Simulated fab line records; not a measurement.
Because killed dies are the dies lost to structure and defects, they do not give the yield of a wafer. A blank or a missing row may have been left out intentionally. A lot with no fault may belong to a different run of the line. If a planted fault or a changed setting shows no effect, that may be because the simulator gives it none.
Which tool did it? | flow berkeley_cmos170 | 14 lots with 42 wafers sampled at 3 steps, on a route of 331 steps

## WHAT THE GAUGES SHOWED, per wafer
UCB170_SILICIDE_RS_MEAS_02: the measuring method here is four-point-probe.
lot  | measured     | on            | SILICIDE_TI_RS (ohm/sq)
L561 | day 6 06:47  | film_metro-02 | 27.75 27.52 27.42
L564 | day 7 06:38  | film_metro-01 | 27.18 27.08 27.43
L563 | day 7 07:26  | film_metro-02 | 28.15 28.21 28.03
L566 | day 7 18:04  | film_metro-01 | 26.89 27.00 26.60
L569 | day 8 11:50  | film_metro-02 | 51.96 51.88 53.08
L570 | day 8 15:44  | film_metro-01 | 51.22 51.68 51.00
L574 | day 10 10:35 | film_metro-02 | 27.75 27.96 27.94
L576 | day 10 10:49 | film_metro-02 | 27.41 27.65 27.60
L578 | day 10 10:43 | film_metro-01 | 27.24 27.88 27.12
L579 | day 10 10:58 | film_metro-04 | 26.87 27.13 27.21
L582 | day 11 10:45 | film_metro-02 | 27.69 27.55 27.50
L583 | day 11 11:26 | film_metro-02 | 27.40 27.66 27.38
L580 | day 11 12:01 | film_metro-04 | 27.62 27.64 27.36
L584 | day 12 05:40 | film_metro-04 | 27.34 27.47 27.43

UCB170_SILICIDE_THK_MEAS_03: measures by xrf.
lot  | measured     | on            | SILICIDE_TI_THK (nm)
L561 | day 6 06:53  | film_metro-02 | 28.98 29.16 29.17
L564 | day 7 06:46  | film_metro-01 | 29.26 29.40 29.05
L563 | day 7 07:33  | film_metro-02 | 28.44 28.46 28.58
L566 | day 7 18:11  | film_metro-01 | 29.66 29.55 29.90
L569 | day 8 11:57  | film_metro-02 | 16.99 17.17 16.85
L570 | day 8 15:50  | film_metro-01 | 17.35 17.26 17.43
L574 | day 10 10:42 | film_metro-02 | 29.05 28.77 28.83
L576 | day 10 10:56 | film_metro-02 | 29.36 29.20 29.19
L578 | day 10 10:50 | film_metro-01 | 29.21 28.54 29.25
L579 | day 10 11:04 | film_metro-04 | 29.79 29.68 29.47
L582 | day 11 10:52 | film_metro-02 | 29.02 28.99 29.17
L583 | day 11 11:32 | film_metro-02 | 29.14 28.94 29.18
L580 | day 11 12:07 | film_metro-04 | 29.01 29.05 29.20
L584 | day 12 05:47 | film_metro-04 | 29.34 29.15 29.25

## TOOL THAT RAN EACH LOT (tool first, then ch and the chambers of the sampled wafers, then the start)
lot  | UCB170_SILICIDE_SPUTTER_01
L561 | pvd_sputter-02, day 6 06:44
L564 | pvd_sputter-03, day 7 06:37
L563 | pvd_sputter-02, day 7 07:23
L566 | pvd_sputter-03, day 7 18:01
L569 | pvd_sputter-02, day 8 11:48
L570 | pvd_sputter-02, day 8 15:40
L574 | pvd_sputter-04, day 10 10:18
L576 | pvd_sputter-04, day 10 10:40
L578 | pvd_sputter-03, day 10 10:40
L579 | pvd_sputter-03, day 10 10:54
L582 | pvd_sputter-02, day 11 10:43
L583 | pvd_sputter-03, day 11 11:22
L580 | pvd_sputter-03, day 11 11:56
L584 | pvd_sputter-03, day 12 05:38
- UCB170_SILICIDE_SPUTTER_01: material Ti, target thk 30 nm, time 23.88 s.

## WHAT THE TOOLS THEMSELVES READ (means of the sampled wafers that have a number; where no wafer has one, the mark that the record gives instead)
UCB170_SILICIDE_SPUTTER_01.
lot  | tool           | cathode_dc_power_W (W) | chamber_pressure_pa (Pa) | throttle_valve_pct (%)
L561 | pvd_sputter-02 | 1500.0                 | 0.4983                   | 29.6
L564 | pvd_sputter-03 | 1500.0                 | 0.4993                   | 30.0
L563 | pvd_sputter-02 | 1500.2                 | 0.4997                   | 30.5
L566 | pvd_sputter-03 | 1500.0                 | 0.5005                   | 29.9
L569 | pvd_sputter-02 | 1500.0                 | 0.5001                   | 30.2
L570 | pvd_sputter-02 | 1499.9                 | 0.4998                   | 30.4
L574 | pvd_sputter-04 | 1500.1                 | 0.5000                   | 30.2
L576 | pvd_sputter-04 | 1500.1                 | 0.5002                   | 29.2
L578 | pvd_sputter-03 | 1500.1                 | 0.5003                   | 29.7
L579 | pvd_sputter-03 | 1500.1                 | 0.5007                   | 29.8
L582 | pvd_sputter-02 | 1499.8                 | 0.5002                   | 29.8
L583 | pvd_sputter-03 | 1500.0                 | 0.4994                   | 29.8
L580 | pvd_sputter-03 | 1499.8                 | 0.4991                   | 29.7
L584 | pvd_sputter-03 | 1499.8                 | 0.5001                   | 29.9

## THE ANSWER, worked out from the rows above alone
Rule: the lots themselves supply what counts as usual. The widest of any qualifying gaps counts: lots, ordered by their means at a reading, are off when they make up no more than a third of the lots, leave a main group of 4 or more, and stand apart from it by 3 or more times the standard deviation of that group's means. If all means in a main group match to the digits the tables above print for the reading, that group is not used. Also off: a lot with no number at a reading for which 4 or more lots have one. The other lots that the step has rows for count as sound. First the gauges in route order, then the tools' own readings, where a lot's mean is used as printed above. The first step at which some lot is off is used, and at that step the reading that is off furthest; a lot without a number counts as furthest.
Off: L569, L570, seen at UCB170_SILICIDE_RS_MEAS_02 (SILICIDE_TI_RS). The main group: mean 27.47 ohm/sq, standard deviation 0.33.
If a tool, at a process step before that reading, ran all the lots that are off and no sound lot after the first of them, it fits. The gauges at UCB170_SILICIDE_RS_MEAS_02 are tried like those tools. Of those tried, none fits.

## WHAT THE SIMULATOR HAD INSERTED
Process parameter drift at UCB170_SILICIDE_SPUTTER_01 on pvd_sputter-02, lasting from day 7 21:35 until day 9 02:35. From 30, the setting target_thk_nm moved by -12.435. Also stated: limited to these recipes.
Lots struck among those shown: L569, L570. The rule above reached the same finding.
